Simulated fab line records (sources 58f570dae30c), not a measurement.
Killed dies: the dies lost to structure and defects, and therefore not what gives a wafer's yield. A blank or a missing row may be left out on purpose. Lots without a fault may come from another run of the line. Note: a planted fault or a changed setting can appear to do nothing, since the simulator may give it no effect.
2 desks, one fault    flow berkeley cmos170    every desk sees just its own numbers, and what lay behind them comes last

## TOOL OWNER'S DESK, wet bench-02
The tool's own readings at UCB170_M3_STRIP_08 (strips KrF in DMSO, time 600 s): means of the sampled wafers that have a number, for each lot that ran on this tool. Marked OUT: a lot whose mean sits more than 4 standard deviations from the usual mean, which makes it out of limits; the brackets give that distance.
Columns: A = bath guard temp C at UCB170_M3_STRIP_08, usual 80.3 C; B = bath heat duty pct at UCB170_M3_STRIP_08, usual 18.4 %
lot   first seen here  A     B
L196  day 8 20:44      80.6  18.2
L212  day 12 11:41     81.1  22.5
L216  day 13 10:01     80.6  17.3
Result from this desk: across the 3 lots, nothing is out of limits.

## THE METROLOGY DESK
Means of the sampled wafers that have a number, per lot and without regard to the tool the lot ran on: this is what the gauges read. Marked OUT: a lot whose mean sits more than 4 standard deviations from the usual mean, which makes it out of limits; the brackets give that distance.
Columns: A = V2_OVL at UCB170_V2_OVL_MEAS_13, usual -1 nm; B = cd nm at UCB170_V2_CD_MEAS_90, usual 700.6 nm; C = M3_AL_RS at UCB170_M3_RS_MEAS_02, usual 0.0322 ohm/sq; D = M3_AL_THK at UCB170_M3_THK_MEAS_03, usual 880 nm
lot   first seen here  A   B      C       D
L196  day 8 19:22      0   701.1  0.0315  897
L202  day 10 10:15     -1  700.5  0.0328  865
L205  day 11 10:49     0   702.5  0.0312  919
L212  day 12 10:22     5   702.7  0.0322  875
L215  day 13 01:02     -3  701.7  0.0323  873
L216  day 13 07:53     1   699.7  0.0322  876
Result from this desk: across the 6 lots, nothing is out of limits.

## PUT TOGETHER
Nothing out of limits was seen by the tool owner's desk.
At the metrology desk, nothing out of limits was observed.

## WHAT WAS PUT IN BY THE SIMULATOR
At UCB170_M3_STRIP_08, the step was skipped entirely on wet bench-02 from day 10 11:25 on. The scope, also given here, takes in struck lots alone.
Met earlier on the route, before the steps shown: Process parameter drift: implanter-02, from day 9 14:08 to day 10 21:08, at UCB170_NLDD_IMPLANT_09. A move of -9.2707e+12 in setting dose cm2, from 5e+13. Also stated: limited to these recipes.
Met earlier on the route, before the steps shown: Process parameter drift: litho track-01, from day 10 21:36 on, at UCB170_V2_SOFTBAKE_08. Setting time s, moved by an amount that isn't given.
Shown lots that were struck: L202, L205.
